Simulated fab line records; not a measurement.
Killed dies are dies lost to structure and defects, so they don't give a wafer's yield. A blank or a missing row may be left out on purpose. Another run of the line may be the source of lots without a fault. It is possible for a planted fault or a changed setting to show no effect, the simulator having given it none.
A struck lot beside a sound one / flow rit cmos / 14 out of 202 route steps
Sound: these wafers, L361.3, L361.5, L361.6. Wafers struck: L371.3, L371.4, L371.6. The cause is named last.
Order at every step that has rows: each side's tool, ch and its chambers, its first start. Under that, the readings that differ: sound wafers / struck wafers / difference of the means / sigmas: that difference in standard deviations of wafers without a fault.
alike: same words and numbers on both sides, and readings whose means sit less than 2 such deviations apart. not compared: any withheld reading, any reading some wafer has no value for, any bound like >300 that may hide the same value, and any number with overlapping values for which the record gives no deviation.
A row with sigmas, a row that says differs or no value, or rows on one side alone: a step with any of these is where the two part. Numbers that don't overlap but have no deviation are shown without sigmas and don't part them. A reading that every wafer of one side lacks parts them only if that side has two wafers or more.

first, 1 step without rows for these wafers: RIT_SDANNEAL_CLEAN_02 (cleans in SC2, time 600 s).
RIT_SDANNEAL_RTA_03: time 5 s.
  sound on rtp anneal-01 ch 0, day 3 17:13; struck on rtp anneal-01 ch 0, day 5 20:56
  alike: anneal temp c max, wafer_temp_C_max
RIT_SDANNEAL_RS_MEAS_04: measures by four-point-probe.
  sound on film metro-04 at day 3 17:18; struck on film metro-02 at day 5 21:01
  alike: PSD_RS
RIT_SDANNEAL_RS_MEAS_05: measures by four-point-probe.
  sound on film metro-04 at day 3 17:25; struck on film metro-02 at day 5 21:08
  alike: NSD_RS
RIT_SDANNEAL_RS_MEAS_06: measures by four-point-probe.
  sound on film metro-04 at day 3 17:32; struck on film metro-02 at day 5 21:15
  alike: PLDD_RS
RIT_SDANNEAL_RS_MEAS_07: measures by four-point-probe.
  sound on film metro-04 at day 3 17:40; struck on film metro-02 at day 5 21:22
  alike: NLDD_RS
then, 1 step without rows for these wafers: RIT_SILICIDE_WET_ETCH_00 (etches SiO2 in BOE, target depth 14 nm, time 15.47 s).
RIT_SILICIDE_SPUTTER_01: material Ti, target thk 30 nm, time 240 s.
  sound on pvd sputter-01 at day 3 17:45; struck on pvd sputter-02 at day 5 21:28
  alike: cathode dc power W, throttle valve pct
RIT_SILICIDE_RS_MEAS_02: measures by four-point-probe.
  sound on film metro-04 at day 3 17:56; struck on film metro-03 at day 5 21:40
  alike: SILICIDE_TI_RS
RIT_SILICIDE_THK_MEAS_03: measures by xrf.
  sound on film metro-04 at day 3 18:02; struck on film metro-03 at day 5 21:46
  alike: SILICIDE_TI_THK
RIT_SILICIDE_RTA_04: time 10 s, ramp up 5 s, ramp down 5 s.
  sound on rtp anneal-01 ch 0, day 3 18:06; struck on rtp anneal-02 ch 0, day 5 21:49
  alike: anneal temp c max, wafer_temp_C_max
then, 1 step without rows for these wafers: RIT_SILICIDE_WET_ETCH_05 (etches Ti in SPM, time 120 s).
RIT_SILICIDE_RTA_06: time 10 s, ramp up 5 s, ramp down 10 s.
  sound on rtp anneal-02 ch 0, day 3 18:13; struck on rtp anneal-01 ch 0, day 5 21:56
reading=wafer_temp_C_max; sound=753.5 752.9 754.2; struck=742.1 741.9 743.1; difference=-11.2; sigmas=-15
RIT_CONTACT_CVD_00: deposits SiO2 from TEOS, target thk 400 nm, time 59.75 s.
  sound on pecvd-03 ch 0,2, day 3 18:16; struck on pecvd-01 ch 1,2, day 5 21:59
  alike: heater power w

WHERE THEY PART
Only at RIT_SILICIDE_RTA_06, as far as this record shows. Later steps at which nothing parts them and some readings are alike: RIT_CONTACT_CVD_00.

WHY: whatever the simulator had introduced
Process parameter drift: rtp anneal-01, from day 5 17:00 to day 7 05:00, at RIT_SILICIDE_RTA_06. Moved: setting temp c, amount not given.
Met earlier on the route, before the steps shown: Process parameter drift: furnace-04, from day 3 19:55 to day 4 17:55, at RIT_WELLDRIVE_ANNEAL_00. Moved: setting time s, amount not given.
